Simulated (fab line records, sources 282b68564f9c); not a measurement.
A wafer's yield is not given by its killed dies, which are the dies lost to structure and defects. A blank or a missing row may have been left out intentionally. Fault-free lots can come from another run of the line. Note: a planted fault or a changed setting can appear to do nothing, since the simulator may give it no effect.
Which tool did it? | flow rit cmos | 14 lots with 42 wafers sampled at 2 steps, on a route of 202 steps

WHAT THE GAUGES READ, wafer by wafer
RIT_SDANNEAL_RS_MEAS_05: the measuring method here is four-point-probe.
lot  | measured    | on            | NSD_RS (ohm/sq)
L498 | day 3 11:45 | film metro-04 | 84.18 84.41 84.39
L499 | day 3 16:58 | film metro-03 | 84.49 84.33 84.40
L500 | day 3 20:36 | film metro-04 | 84.58 84.88 84.74
L502 | day 4 08:55 | film metro-03 | 84.73 84.88 84.45
L503 | day 4 12:35 | film metro-03 | 84.85 84.83 84.79
L506 | day 5 06:35 | film metro-04 | 84.63 84.42 84.36
L509 | day 5 18:23 | film metro-02 | 84.31 84.19 84.24
L510 | day 5 20:55 | film metro-03 | 84.98 84.73 84.79
L511 | day 6 03:59 | film metro-02 | 84.25 84.16 84.04
L512 | day 6 09:14 | film metro-04 | 85.00 84.70 85.07
L513 | day 6 11:22 | film metro-04 | 84.51 84.59 84.63
L514 | day 6 17:17 | film metro-02 | 81.29 81.08 81.04 81.17 81.25 81.14
L515 | day 7 00:03 | film metro-04 | 84.19 84.15 84.48
L516 | day 7 02:30 | film metro-04 | 81.37 81.70 81.63 81.38 81.69 81.59

TOOL THAT RAN EACH LOT (tool first, then ch and the chambers of the sampled wafers, then the start)
lot  | RIT_NSD_IMPLANT_08
L498 | implanter-04 ch 0, day 3 09:14
L499 | implanter-01 ch 0, day 3 14:27
L500 | implanter-01 ch 0, day 3 17:40
L502 | implanter-04 ch 0, day 4 06:34
L503 | implanter-04 ch 0, day 4 10:05
L506 | implanter-01 ch 0, day 5 04:02
L509 | implanter-03 ch 0, day 5 16:02
L510 | implanter-04 ch 0, day 5 18:15
L511 | implanter-03 ch 0, day 6 01:31
L512 | implanter-03 ch 0, day 6 06:41
L513 | implanter-04 ch 0, day 6 08:54
L514 | implanter-04 ch 0, day 6 14:54
L515 | implanter-01 ch 0, day 6 21:15
L516 | implanter-04 ch 0, day 6 23:51
- RIT_NSD_IMPLANT_08

WHAT THE TOOLS THEMSELVES READ (means of the sampled wafers that have a number; where no wafer has one, the mark that the record gives instead)
RIT_NSD_IMPLANT_08.
lot  | tool         | dose ions cm2 | faraday current uA | tilt deg (degrees)
L498 | implanter-04 | 9.9973e+14    | 3146               | 7.008
L499 | implanter-01 | 9.9913e+14    | 3159               | 7.013
L500 | implanter-01 | 9.9940e+14    | 3173               | 6.999
L502 | implanter-04 | 9.9907e+14    | 3088               | 7.010
L503 | implanter-04 | 1.0019e+15    | 3154               | 7.019
L506 | implanter-01 | 9.9900e+14    | 3122               | 7.029
L509 | implanter-03 | 1.0009e+15    | 3145               | 6.985
L510 | implanter-04 | 9.9977e+14    | 3134               | 7.007
L511 | implanter-03 | 9.9883e+14    | 3193               | 7.019
L512 | implanter-03 | 1.0006e+15    | 3130               | 7.015
L513 | implanter-04 | 9.9977e+14    | 3099               | 6.993
L514 | implanter-04 | 1.0549e+15    | 3332               | 7.008
L515 | implanter-01 | 9.9993e+14    | 3126               | 7.012
L516 | implanter-04 | 1.0536e+15    | 3298               | 6.997

THE ANSWER, worked out from the rows above alone
Rule: the usual values come from the lots themselves. Put in order of their means at a reading, lots are off if they are a third of the lots or fewer, leave a main group of 4 or more, and stand apart from it by a gap of 3 or more times the standard deviation of the main group's means; of several such gaps the widest counts. The tables above print the reading to a certain number of digits; a main group whose means all agree to those digits is not used. Also off: a lot with no number at a reading for which 4 or more lots have one. Any other lot the step has rows for is counted as sound. The gauges are gone through in route order, then the tools' own readings, and for those a lot's mean is taken as printed above. At the first step where some lot is off, the reading lying furthest off is the one used; lots without a number count as furthest.
Off: at RIT_SDANNEAL_RS_MEAS_05 (NSD_RS), L514, L516. For the main group the mean is 84.54 ohm/sq and the standard deviation 0.25.
A tool fits if, at a process step before that reading, it ran every lot that is off, and no sound lot after the first of them. The gauges at RIT_SDANNEAL_RS_MEAS_05 aren't tried: what is off there is off at RIT_NSD_IMPLANT_08 too, on other tools, and a gauge's error can't cause that. One fits: implanter-04 at RIT_NSD_IMPLANT_08. A fault onset in the window from L513 (day 6 08:54, its last sound lot) to L514 (day 6 14:54, its first lot off) fits.
The tool's own readings at RIT_NSD_IMPLANT_08 bear it out: on the lots that are off they differ by more than 5 times the standard deviation of the sound lots' means. dose ions cm2 reads 1.0542e+15 there against 9.9984e+14 on the sound lots; faraday current uA reads 3315 there against 3139 on the sound lots.

WHAT WAS PUT IN BY THE SIMULATOR
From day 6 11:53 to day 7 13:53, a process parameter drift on implanter-04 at RIT_NSD_IMPLANT_08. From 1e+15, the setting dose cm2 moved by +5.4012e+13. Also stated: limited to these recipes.
Shown lots that were struck: L514, L516. This agrees with what the rule above found.
